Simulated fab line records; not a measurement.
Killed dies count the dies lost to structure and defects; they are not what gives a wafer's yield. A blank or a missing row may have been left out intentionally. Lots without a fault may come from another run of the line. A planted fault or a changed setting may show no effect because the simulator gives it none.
Lot-split experiment | flow rit_cmos | on a route of 202 steps: 5 lots, 23 wafers read

== ABOUT THE SPLIT ==
At RIT_SDANNEAL_CLEAN_02 (cleans in SC2, time 600 s), the setting time_s was moved away from the recipe's 600 s on 10 of the 23 wafers read, by -12.6% to +4.2%. This setting was run at the recipe's value on the other wafers.

== FROM THE SPLIT TO THE READING: what the file shows between them, 17 steps ==
- RIT_SDANNEAL_RTA_03: time 4.9 s
- RIT_SDANNEAL_RS_MEAS_05: measures by four-point-probe
- RIT_CONTACT_EXPOSE_05: exposes mask M11, target cd 1000 nm (also split here: dose_mj)
- RIT_CONTACT_PEB_06
- RIT_CONTACT_DEVELOP_07: develop time 120 s
- RIT_CONTACT_CD_MEAS_08: target cd 1000 nm
- RIT_CONTACT_HARDBAKE_10: time 60 s
- RIT_CONTACT_ETCH_11: etches SiO2 in CHF3/CF4/Ar, stops on TiSi2, target depth 480 nm, time 320 s
- RIT_CONTACT_STRIP_12: strips in O2, time 180 s
- RIT_CONTACT_CD_MEAS_90: target cd 1000 nm
- RIT_M1_SPUTTER_00: material Al, target thk 400 nm, time 500 s (also split here: chamber_pressure_pa)
- RIT_M1_RS_MEAS_01: measures by four-point-probe
- RIT_M1_THK_MEAS_02: measures by xrf
- RIT_M1_EXPOSE_06: exposes mask M12, target cd 2600 nm (also split here: dose_mj)
- RIT_M1_PEB_07
- RIT_M1_DEVELOP_08: develop time 70.99 s
- RIT_M1_CD_MEAS_09: target cd 2600 nm

== THE READING ==
etest.nmos_narrow.drive_ua_um (the simulator's own value, which no gauge read), at RIT_M1_PROBE_99. The file does not state a usual value for it. Here, 13 wafers ran the recipe; their average is 220.9 with a standard deviation of 4.3.

wafer  | tool, chamber at the split | time_s as run, s | against the recipe | etest.nmos_narrow.drive_ua_um | against lot-mates on the recipe
L074.1 | -, -                       | 600              | recipe             | 219.3                         | -
L074.2 | -, -                       | 600              | recipe             | 214.6                         | -
L074.3 | -, -                       | 600              | recipe             | 218.3                         | -
L074.4 | -, -                       | 600              | recipe             | 221.5                         | -
L074.6 | -, -                       | 600              | recipe             | 224.1                         | -
L077.2 | -, -                       | 600              | recipe             | 225.9                         | -
L077.3 | -, -                       | 600              | recipe             | 220.6                         | -
L077.4 | -, -                       | 600              | recipe             | 221.8                         | -
L077.5 | -, -                       | 600              | recipe             | 231.8                         | -
L077.6 | -, -                       | 600              | recipe             | 217.3                         | -
L079.1 | -, -                       | 524.6            | -12.6%             | 189.5                         | no lot-mate on the recipe
L079.2 | -, -                       | 524.6            | -12.6%             | 191.7                         | no lot-mate on the recipe
L079.3 | -, -                       | 524.6            | -12.6%             | 189.3                         | no lot-mate on the recipe
L079.4 | -, -                       | 524.6            | -12.6%             | 185.2                         | no lot-mate on the recipe
L079.5 | -, -                       | 524.6            | -12.6%             | 188.6                         | no lot-mate on the recipe
L082.1 | -, -                       | 625.3            | +4.2%              | 221.8                         | no lot-mate on the recipe
L082.2 | -, -                       | 625.3            | +4.2%              | 228.1                         | no lot-mate on the recipe
L082.4 | -, -                       | 625.3            | +4.2%              | 229.3                         | no lot-mate on the recipe
L082.5 | -, -                       | 625.3            | +4.2%              | 228.4                         | no lot-mate on the recipe
L082.6 | -, -                       | 625.3            | +4.2%              | 220.1                         | no lot-mate on the recipe
L085.2 | wet_bench-02, 0            | 600              | recipe             | 221.9                         | -
L085.4 | wet_bench-02, 0            | 600              | recipe             | 216.2                         | -
L085.5 | wet_bench-02, 0            | 600              | recipe             | 218.8                         | -

FIT RESULTS
A straight line over all 23 wafers: etest.nmos_narrow.drive_ua_um changes by +2.32 for each +1% of time_s; r = +0.95; the points scatter about the line by 4.6.
Too few moved wafers have a lot-mate on the recipe to fit a line with each lot's own level taken away.

== FILE'S OWN FIT ==
etest.nmos_narrow.drive_ua_um changes by +2.32 for each +1% of time_s, r = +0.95.
